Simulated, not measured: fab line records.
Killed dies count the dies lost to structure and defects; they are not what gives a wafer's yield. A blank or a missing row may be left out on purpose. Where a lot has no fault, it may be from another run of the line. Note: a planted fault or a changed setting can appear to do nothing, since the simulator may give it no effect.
A lot that was struck, set against a sound lot | flow rit-cmos | 17 out of 202 route steps
Sound: these wafers, L809.2, L809.3, L809.6. Wafers L816.2, L816.5, L816.6 were the ones struck. At the end, the cause is stated.
At each step with rows: each side's tool, then ch and its chambers, then its first start. Under that, the readings that differ: sound wafers | struck wafers | difference of the means | sigmas: that difference in standard deviations of wafers without a fault.
alike: readings whose means differ by less than 2 such deviations, and words and numbers that are the same on both sides. not compared: withheld readings, readings that some wafer has no value for, bounds like >300 that may hide the same value, and numbers for which the record gives no deviation and whose values overlap.
The two part at a step that has a row with sigmas, a row that says differs or no value, or rows on one side only. Numbers that don't overlap but have no deviation are shown without sigmas and don't part them. A reading missing from all wafers of one side parts the sides only when that side holds two or more wafers.

first, 1 step without rows for these wafers: RIT_PSD_IMPLANT_08.
RIT_PSD_STRIP_09: strips in O2, time 180 s.
  sound on plasma-asher-02 ch 0,1, day 4 09:51; struck on plasma-asher-04 ch 0,1, day 5 23:14
  alike: drypump-motor-current-A
  not compared: rf-hours-counter-h
RIT_PSD_TW_MEAS_10:
  sound on film-metro-01 at day 4 10:02; struck on film-metro-01 at day 5 23:25
  alike: PSD_TW
then, 3 steps without rows for these wafers: RIT_SDANNEAL_CLEAN_00 (cleans in SC1, time 587.1 s); RIT_SDANNEAL_CLEAN_01 (cleans in dHF, time 30 s); RIT_SDANNEAL_CLEAN_02 (cleans in SC2, time 600 s).
RIT_SDANNEAL_RTA_03: time 5 s.
  sound on rtp-anneal-01 ch 0, day 4 10:30; struck on rtp-anneal-02 ch 0, day 5 23:53
  alike: wafer_temp_C_max
RIT_SDANNEAL_RS_MEAS_04: uses a four-point probe to measure.
  sound on film-metro-03 at day 4 10:34; struck on film-metro-03 at day 5 23:57
  alike: PSD_RS
RIT_SDANNEAL_RS_MEAS_05: uses a four-point probe to measure.
  sound on film-metro-03 at day 4 10:41; struck on film-metro-03 at day 6 00:04
  alike: NSD_RS
RIT_SDANNEAL_RS_MEAS_06: uses a four-point probe to measure.
  sound on film-metro-03 at day 4 10:48; struck on film-metro-03 at day 6 00:11
  alike: PLDD_RS
RIT_SDANNEAL_RS_MEAS_07: uses a four-point probe to measure.
  sound on film-metro-03 at day 4 10:55; struck on film-metro-03 at day 6 00:19
  alike: NLDD_RS
then, 1 step without rows for these wafers: RIT_SILICIDE_WET_ETCH_00 (etches SiO2 in BOE, target depth 14 nm, time 15 s).
RIT_SILICIDE_SPUTTER_01: material Ti, target thk 30 nm, time 240 s.
  sound on pvd-sputter-01 at day 4 11:02; struck on pvd-sputter-02 at day 6 00:25
  reading                                     | sound            | struck            | difference | sigmas
  model.Ti_of_SILICIDE_SPUTTER_01.thk-nm (nm) | 29.65 30.1 30.26 | 31.79 32.66 31.88 | +2.11      |
  alike: throttle-valve-pct
RIT_SILICIDE_RS_MEAS_02: uses a four-point probe to measure.
  sound on film-metro-03 at day 4 11:13; struck on film-metro-03 at day 6 00:35
  reading                 | sound          | struck         | difference | sigmas
  SILICIDE_TI_RS (ohm/sq) | 48.6 47.7 47.3 | 44.5 43.0 44.2 | -4.0       | -5
RIT_SILICIDE_THK_MEAS_03: measures by xrf.
  sound on film-metro-03 at day 4 11:19; struck on film-metro-03 at day 6 00:42
  reading              | sound          | struck         | difference | sigmas
  SILICIDE_TI_THK (nm) | 28.9 29.4 29.6 | 31.0 31.8 31.0 | +2.0       | +4
RIT_SILICIDE_RTA_04: time 10 s, ramp up 5 s, ramp down 5 s.
  sound on rtp-anneal-02 ch 0, day 4 11:23; struck on rtp-anneal-01 ch 0, day 6 00:46
  alike: wafer_temp_C_max
RIT_M1_PROBE_99:
  sound on prober-02 at day 4 17:58; struck on prober-01 at day 6 07:35
  reading                              | sound             | struck            | difference | sigmas
  model.etest.contact-pplus.end-ohm-um | 43.38 43.92 44.98 | 49.15 49.08 47.79 | +4.58      |
  model.etest.contact-nplus.end-ohm-um | 41.4 41.06 42.14  | 44.82 45.6 45.81  | +3.88      |
  model.etest.npoly-line.rs-ohm-sq     | 17 16.99 16.94    | 16.24 15.97 16.4  | -0.77      |
  model.etest.ppoly-line.rs-ohm-sq     | 16.46 16.36 16.35 | 15.71 15.47 15.84 | -0.72      |
  model.etest.npoly-sal.rs-ohm-sq      | 4.364 4.341 4.311 | 4.169 4.074 4.196 | -0.192     |
  model.etest.ppoly-sal.rs-ohm-sq      | 4.362 4.326 4.264 | 4.13 4.008 4.138  | -0.23      |
  model.etest.pplus-sal.rs-ohm-sq      | 4.379 4.315 4.261 | 4.157 4.048 4.133 | -0.206     |
  model.etest.nplus-sal.rs-ohm-sq      | 4.379 4.314 4.295 | 4.124 4.021 4.16  | -0.228     |
  alike: killed-at-contacts, killed-at-front-end, killed-dies, killed-open, killed-short

WHERE THEY PART
Last at RIT_SILICIDE_THK_MEAS_03 as far as this record goes, first at RIT_SILICIDE_RS_MEAS_02. Later steps at which nothing parts them and some readings are alike: RIT_SILICIDE_RTA_04, RIT_M1_PROBE_99.

WHY: what the simulator had put in
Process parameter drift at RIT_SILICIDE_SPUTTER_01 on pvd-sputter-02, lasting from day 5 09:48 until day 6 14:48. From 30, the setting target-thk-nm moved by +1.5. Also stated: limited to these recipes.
